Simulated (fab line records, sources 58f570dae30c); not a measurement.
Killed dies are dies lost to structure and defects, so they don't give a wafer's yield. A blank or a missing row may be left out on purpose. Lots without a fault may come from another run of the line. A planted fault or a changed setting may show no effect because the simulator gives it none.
Problem report in the 8D (eight disciplines) form, filled by code | flow berkeley_cmos170 | the parts of the form that need people (team, actions taken, sign-off) are left out

1. THE PROBLEM
strip_time_to_endpoint_s at UCB170_V1_STRIP_15 reads a mean of 11.92 s on 6 wafers of 2 lots; wafers without a fault read 15.39 s with a standard deviation of 0.14. That is -25 standard deviations from the usual mean.
The step: strips in O2.
First seen on wafer L159.2, day 10 16:22, on plasma_asher-02. The record holds 42 wafers of 14 lots with a number at this step. Rule for "out", or "out of limits": more than 4 standard deviations from the usual mean. The other wafers with a number count as sound.

2. WHAT IT IS AND WHAT IT IS NOT
question                    | is                               | is not
which readings at this step | strip_time_to_endpoint_s         | drypump_motor_current_A, oes_product_au
which lots                  | L159, L162                       | L150, L152, L154, L155, L158, L163, L164, L165, L168, L169, L172, L173
which wafers of those lots  | all that have a number           | -
read on which tools         | plasma_asher-01, plasma_asher-02 | plasma_asher-04
when                        | from day 10 16:22                | up to then (12 sound wafers); but 24 sound wafers of L158, L163, L164, L165, L168, L169, L172, L173 came after

3. SUSPECTS, AND WHAT RULES EACH OUT
Counting: a tool at a process step up to the reading stays a suspect if it ran every lot that is out and no sound lot after the first of them.
- plasma_asher-02 at UCB170_NVT_STRIP_08 (strips in O2): ruled out as a lasting fault. Sound lots L165 ran on it after its first lot that is out, L159 (day 8 21:40).
- rie_diel-04 at UCB170_V1_ETCH_14 (etches SiO2 in CHF3/CF4/Ar, stops on Al, target depth 1250 nm, time 291 s): ruled out as a lasting fault. Sound lots L173 ran on it after its first lot that is out, L159 (day 10 16:11).
Left after counting: nothing in the record.

4. THE CAUSE (what the simulator had put in)
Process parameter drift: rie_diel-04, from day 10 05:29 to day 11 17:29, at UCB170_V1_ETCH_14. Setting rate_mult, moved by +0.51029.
Counting ruled it out, wrongly: the rule takes a fault to strike every lot that its tool runs from its start on, and this one did not.

5. THE CHAIN OF EFFECTS, in route order
Each row: a reading whose mean over the struck wafers that have a number lies more than 3 standard deviations from the usual. Only readings for which the record gives a usual standard deviation are gone through. hours: the time from each lot's start at the first step in this table that gives one to its start at this step, as a median over the lots. sigmas: the change in usual standard deviations.
hours | step                 | reading                  | usual    | on struck wafers | change | sigmas
0     | UCB170_V1_STRIP_15   | strip_time_to_endpoint_s | 15.39 s  | 11.92            | -3.47  | -25
0     | UCB170_V1_CD_MEAS_90 | cd_nm                    | 699.2 nm | 704.2            | +5.0   | +3.1
The process steps in it:
- UCB170_V1_STRIP_15: strips in O2.
Later measuring or inspecting steps at which every struck wafer that the step has a row for has a number for every such reading, and none has moved that far: UCB170_V2_CD_MEAS_90.

6. WHAT WOULD HAVE CAUGHT IT SOONER
In this record the first reading out of limits was taken at day 10 16:22, 11 hours after the fault began at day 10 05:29.
Of the tool readings at UCB170_V1_ETCH_14 for which the record gives a usual standard deviation, none was out on any struck wafer, so an alarm limit of 4 standard deviations on them would not have fired.
